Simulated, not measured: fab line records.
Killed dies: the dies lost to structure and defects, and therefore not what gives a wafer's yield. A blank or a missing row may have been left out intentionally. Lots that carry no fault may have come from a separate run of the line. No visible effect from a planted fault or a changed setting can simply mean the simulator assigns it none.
A single fault, viewed from 2 desks	flow berkeleyCmos170	each desk has only its own numbers; what lay behind them comes last

## DESK OF THE TOOL OWNER: implanter-01
UCB170_PLDD_IMPLANT_09, tool's own readings: per-lot mean of the sampled wafers with a number, covering each lot this tool ran. A lot is out of limits, marked OUT, if its mean lies more than 4 standard deviations from the usual mean; the brackets give that distance.
Columns: A = doseIonsCm2 at UCB170_PLDD_IMPLANT_09, usual 5e+13; B = faradayCurrentUA at UCB170_PLDD_IMPLANT_09, usual 159
lot	first seen here	A	B
L508	day 7 04:19	5e+13	158
L514	day 8 07:42	5e+13	160
L516	day 9 07:16	4e+13 (-99 or more) OUT	122 (-11) OUT
L515	day 9 07:49	4e+13 (-99 or more) OUT	124 (-11) OUT
Finding of this desk: L515, L516 out of limits; the first was L516 at day 9 07:16, on doseIonsCm2 at UCB170_PLDD_IMPLANT_09. L508, L514: within limits.

## THE METROLOGY DESK
Lot by lot, what the gauges showed, no matter which tool ran the lot: averages of those sampled wafers that carry a number. A lot is out of limits, marked OUT, if its mean lies more than 4 standard deviations from the usual mean; the brackets give that distance.
Columns: A = cdNm at UCB170_GATE_CD_MEAS_90, usual 349.6 nm; B = PLDD_TW at UCB170_PLDD_TW_MEAS_11, usual 1018; C = cdNm at UCB170_NLDD_CD_MEAS_06, usual 1200.2 nm; D = PLDD_RS at UCB170_SDANNEAL_RS_MEAS_04, usual 1031.7 ohm/sq
lot	first seen here	A	B	C	D
L508	day 7 02:41	349.1	1019	1197.0	1032.4
L510	day 7 17:55	350.8	1012	1204.7	1032.6
L513	day 8 05:35	348.4	1026	1197.0	1027.6
L514	day 8 05:49	348.1	1018	1200.1	1028.4
L516	day 9 05:29	350.8	987 (-4.2) OUT	1202.0	1132.0 (+35) OUT
L517	day 9 05:43	350.4	1009	1200.3	1033.7
L515	day 9 05:56	349.6	973 (-6.0) OUT	1200.6	1134.9 (+36) OUT
L520	day 9 14:28	350.8	1009	1201.1	1032.9
L522	day 10 05:46	349.0	1012	1200.0	1035.4
L525	day 10 21:41	349.0	1013	1199.4	1032.9
L526	day 10 21:46	349.2	1030	1201.5	1033.0
L524	day 10 21:54	350.1	1012	1203.0	1035.1
L527	day 11 13:18	350.6	1021	1198.0	1027.2
L531	day 12 08:05	348.5	1015	1198.4	1032.1
Per this desk, out of limits: L515, L516; the first was L516, day 9 07:31 (PLDD_TW at UCB170_PLDD_TW_MEAS_11). L508, L510, L513, L514, L517, L520, L522, L525, L526, L524, L527, L531: within limits.

## PUT TOGETHER
On L515, L516, at day 9 07:16, an alarm was possible from the tool owner's desk.
An alarm was possible from the metrology desk at day 9 07:31, on L515, L516.
Of the lots named, all ran UCB170_PLDD_IMPLANT_09 on implanter-01.

## WHAT THE SIMULATOR PUT IN
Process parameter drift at UCB170_PLDD_IMPLANT_09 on implanter-01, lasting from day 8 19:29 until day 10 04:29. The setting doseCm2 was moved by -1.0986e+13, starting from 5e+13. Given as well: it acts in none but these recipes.
Lots struck among those shown: L515, L516.
Fault start to first reading out of limits, in hours, per desk: tool owner, 12; metrology, 12.
